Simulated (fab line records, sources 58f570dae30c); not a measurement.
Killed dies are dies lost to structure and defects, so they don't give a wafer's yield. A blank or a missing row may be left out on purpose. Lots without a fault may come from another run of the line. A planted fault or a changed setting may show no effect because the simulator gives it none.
Split-lot experiment | flow berkeley_cmos170 | 5 lots, 23 wafers read, on a route of 331 steps

THE SPLIT
At UCB170_M2_METAL_ETCH_18 (etches Al in Cl2/BCl3, stops on SiO2, target depth 1170 nm, time 195 s), the setting time_s was moved away from the recipe's 195 s on 6 of the 23 wafers read, by -10.5% to +6.6%. The other wafers ran this setting at the recipe's value.

The file shows no step between the split and the reading.

THE READING
oes_product_au, in a.u., at UCB170_M2_STRIP_19 (strips in O2). Fault-free wafers of this fab line usually give 0.549 a.u., standard deviation 0.011 a.u..

wafer  | tool, chamber at the split | time_s as run, s | against the recipe | oes_product_au, a.u. | against lot-mates on the recipe
L074.1 | rie_metal-01, 0            | 195              | recipe             | 0.547                | -
L074.2 | rie_metal-01, 1,0          | 195              | recipe             | 0.555                | -
L074.4 | rie_metal-01, 1            | 204.9            | +5.1%              | 0.518                | -0.033
L074.5 | rie_metal-01, 1,0          | 195              | recipe             | 0.551                | -
L074.6 | rie_metal-01, 1            | 204.9            | +5.1%              | 0.500                | -0.051
L075.1 | rie_metal-04, 1            | 195              | recipe             | 0.548                | -
L075.3 | rie_metal-04, 1            | 195              | recipe             | 0.548                | -
L075.4 | rie_metal-04, 0            | 195              | recipe             | 0.550                | -
L075.5 | rie_metal-04, 1            | 207.9            | +6.6%              | 0.501                | -0.048
L075.6 | rie_metal-04, 0            | 207.9            | +6.6%              | 0.509                | -0.040
L079.1 | rie_metal-01, 0            | 195              | recipe             | 0.572                | -
L079.2 | rie_metal-01, 1            | 195              | recipe             | 0.568                | -
L079.3 | rie_metal-01, 0,1          | 195              | recipe             | 0.573                | -
L079.4 | rie_metal-01, 0,1          | 195              | recipe             | 0.554                | -
L079.5 | rie_metal-01, 1            | 195              | recipe             | 0.562                | -
L078.1 | rie_metal-04, 1            | 195              | recipe             | 0.525                | -
L078.4 | rie_metal-04, 0            | 195              | recipe             | 0.546                | -
L078.5 | rie_metal-04, 0            | 195              | recipe             | 0.550                | -
L082.1 | rie_metal-01, 1            | 174.5            | -10.5%             | 0.612                | +0.071
L082.2 | rie_metal-01, 0            | 195              | recipe             | 0.541                | -
L082.4 | rie_metal-01, 1            | 195              | recipe             | 0.535                | -
L082.5 | rie_metal-01, 0            | 195              | recipe             | 0.548                | -
L082.6 | rie_metal-01, 1            | 174.5            | -10.5%             | 0.622                | +0.081
Where a row lists several chambers, the file gives one row for several wafers and doesn't say which wafer went through which chamber.

THE FIT
A straight line over all 23 wafers: oes_product_au changes by -0.00672 a.u. for each +1% of time_s; r = -0.92; the points scatter about the line by 0.012 a.u..
The same after taking each lot's own level away (the mean of its wafers on the recipe; 23 wafers): -0.00721 a.u. for each +1%; r = -0.97; scatter 0.0071 a.u..
On that fit, the largest move of time_s shifts the reading by 0.076 a.u..
The lots' own levels span 0.5403 to 0.5658 a.u., that is 2.3 times the standard deviation above.
So the lot-to-lot level changes the slope little: the two slopes agree.
Check: with one of the wafers moved furthest among these (-10.5%) left out of the fit, the line predicts +0.0784 a.u. for it against its lot-mates. It came out at +0.0707 a.u. against them.

OTHER SPLITS ON THESE WAFERS
These wafers also went through other splits before the reading. Each is held against what the fit with the lots' levels taken away leaves over:
other split on the same wafers  | wafers away from the commonest value | r with oes_product_au (lot level and that fit taken away)
UCB170_M2_COAT_05 resist_thk_nm | 11                                   | +0.05

THE WHOLE CHAIN: every reading that the file lists as answering this split, in the file's order
step                    | what it does                                                           | reading                                                                   | change (the file's fit)                   | r (the file's)
UCB170_M2_METAL_ETCH_18 | etches Al in Cl2/BCl3, stops on SiO2, target depth 1170 nm, time 195 s | KrF_of_M2_COAT_10.thk_nm (the simulator's own value, which no gauge read) | -6.67 nm for each +1% of the setting      | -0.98
UCB170_M2_STRIP_19      | strips in O2                                                           | oes_product_au                                                            | -0.00723 a.u. for each +1% of the setting | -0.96

THE FILE'S OWN FIT
oes_product_au changes by -0.00723 a.u. for each +1% of time_s, r = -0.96.
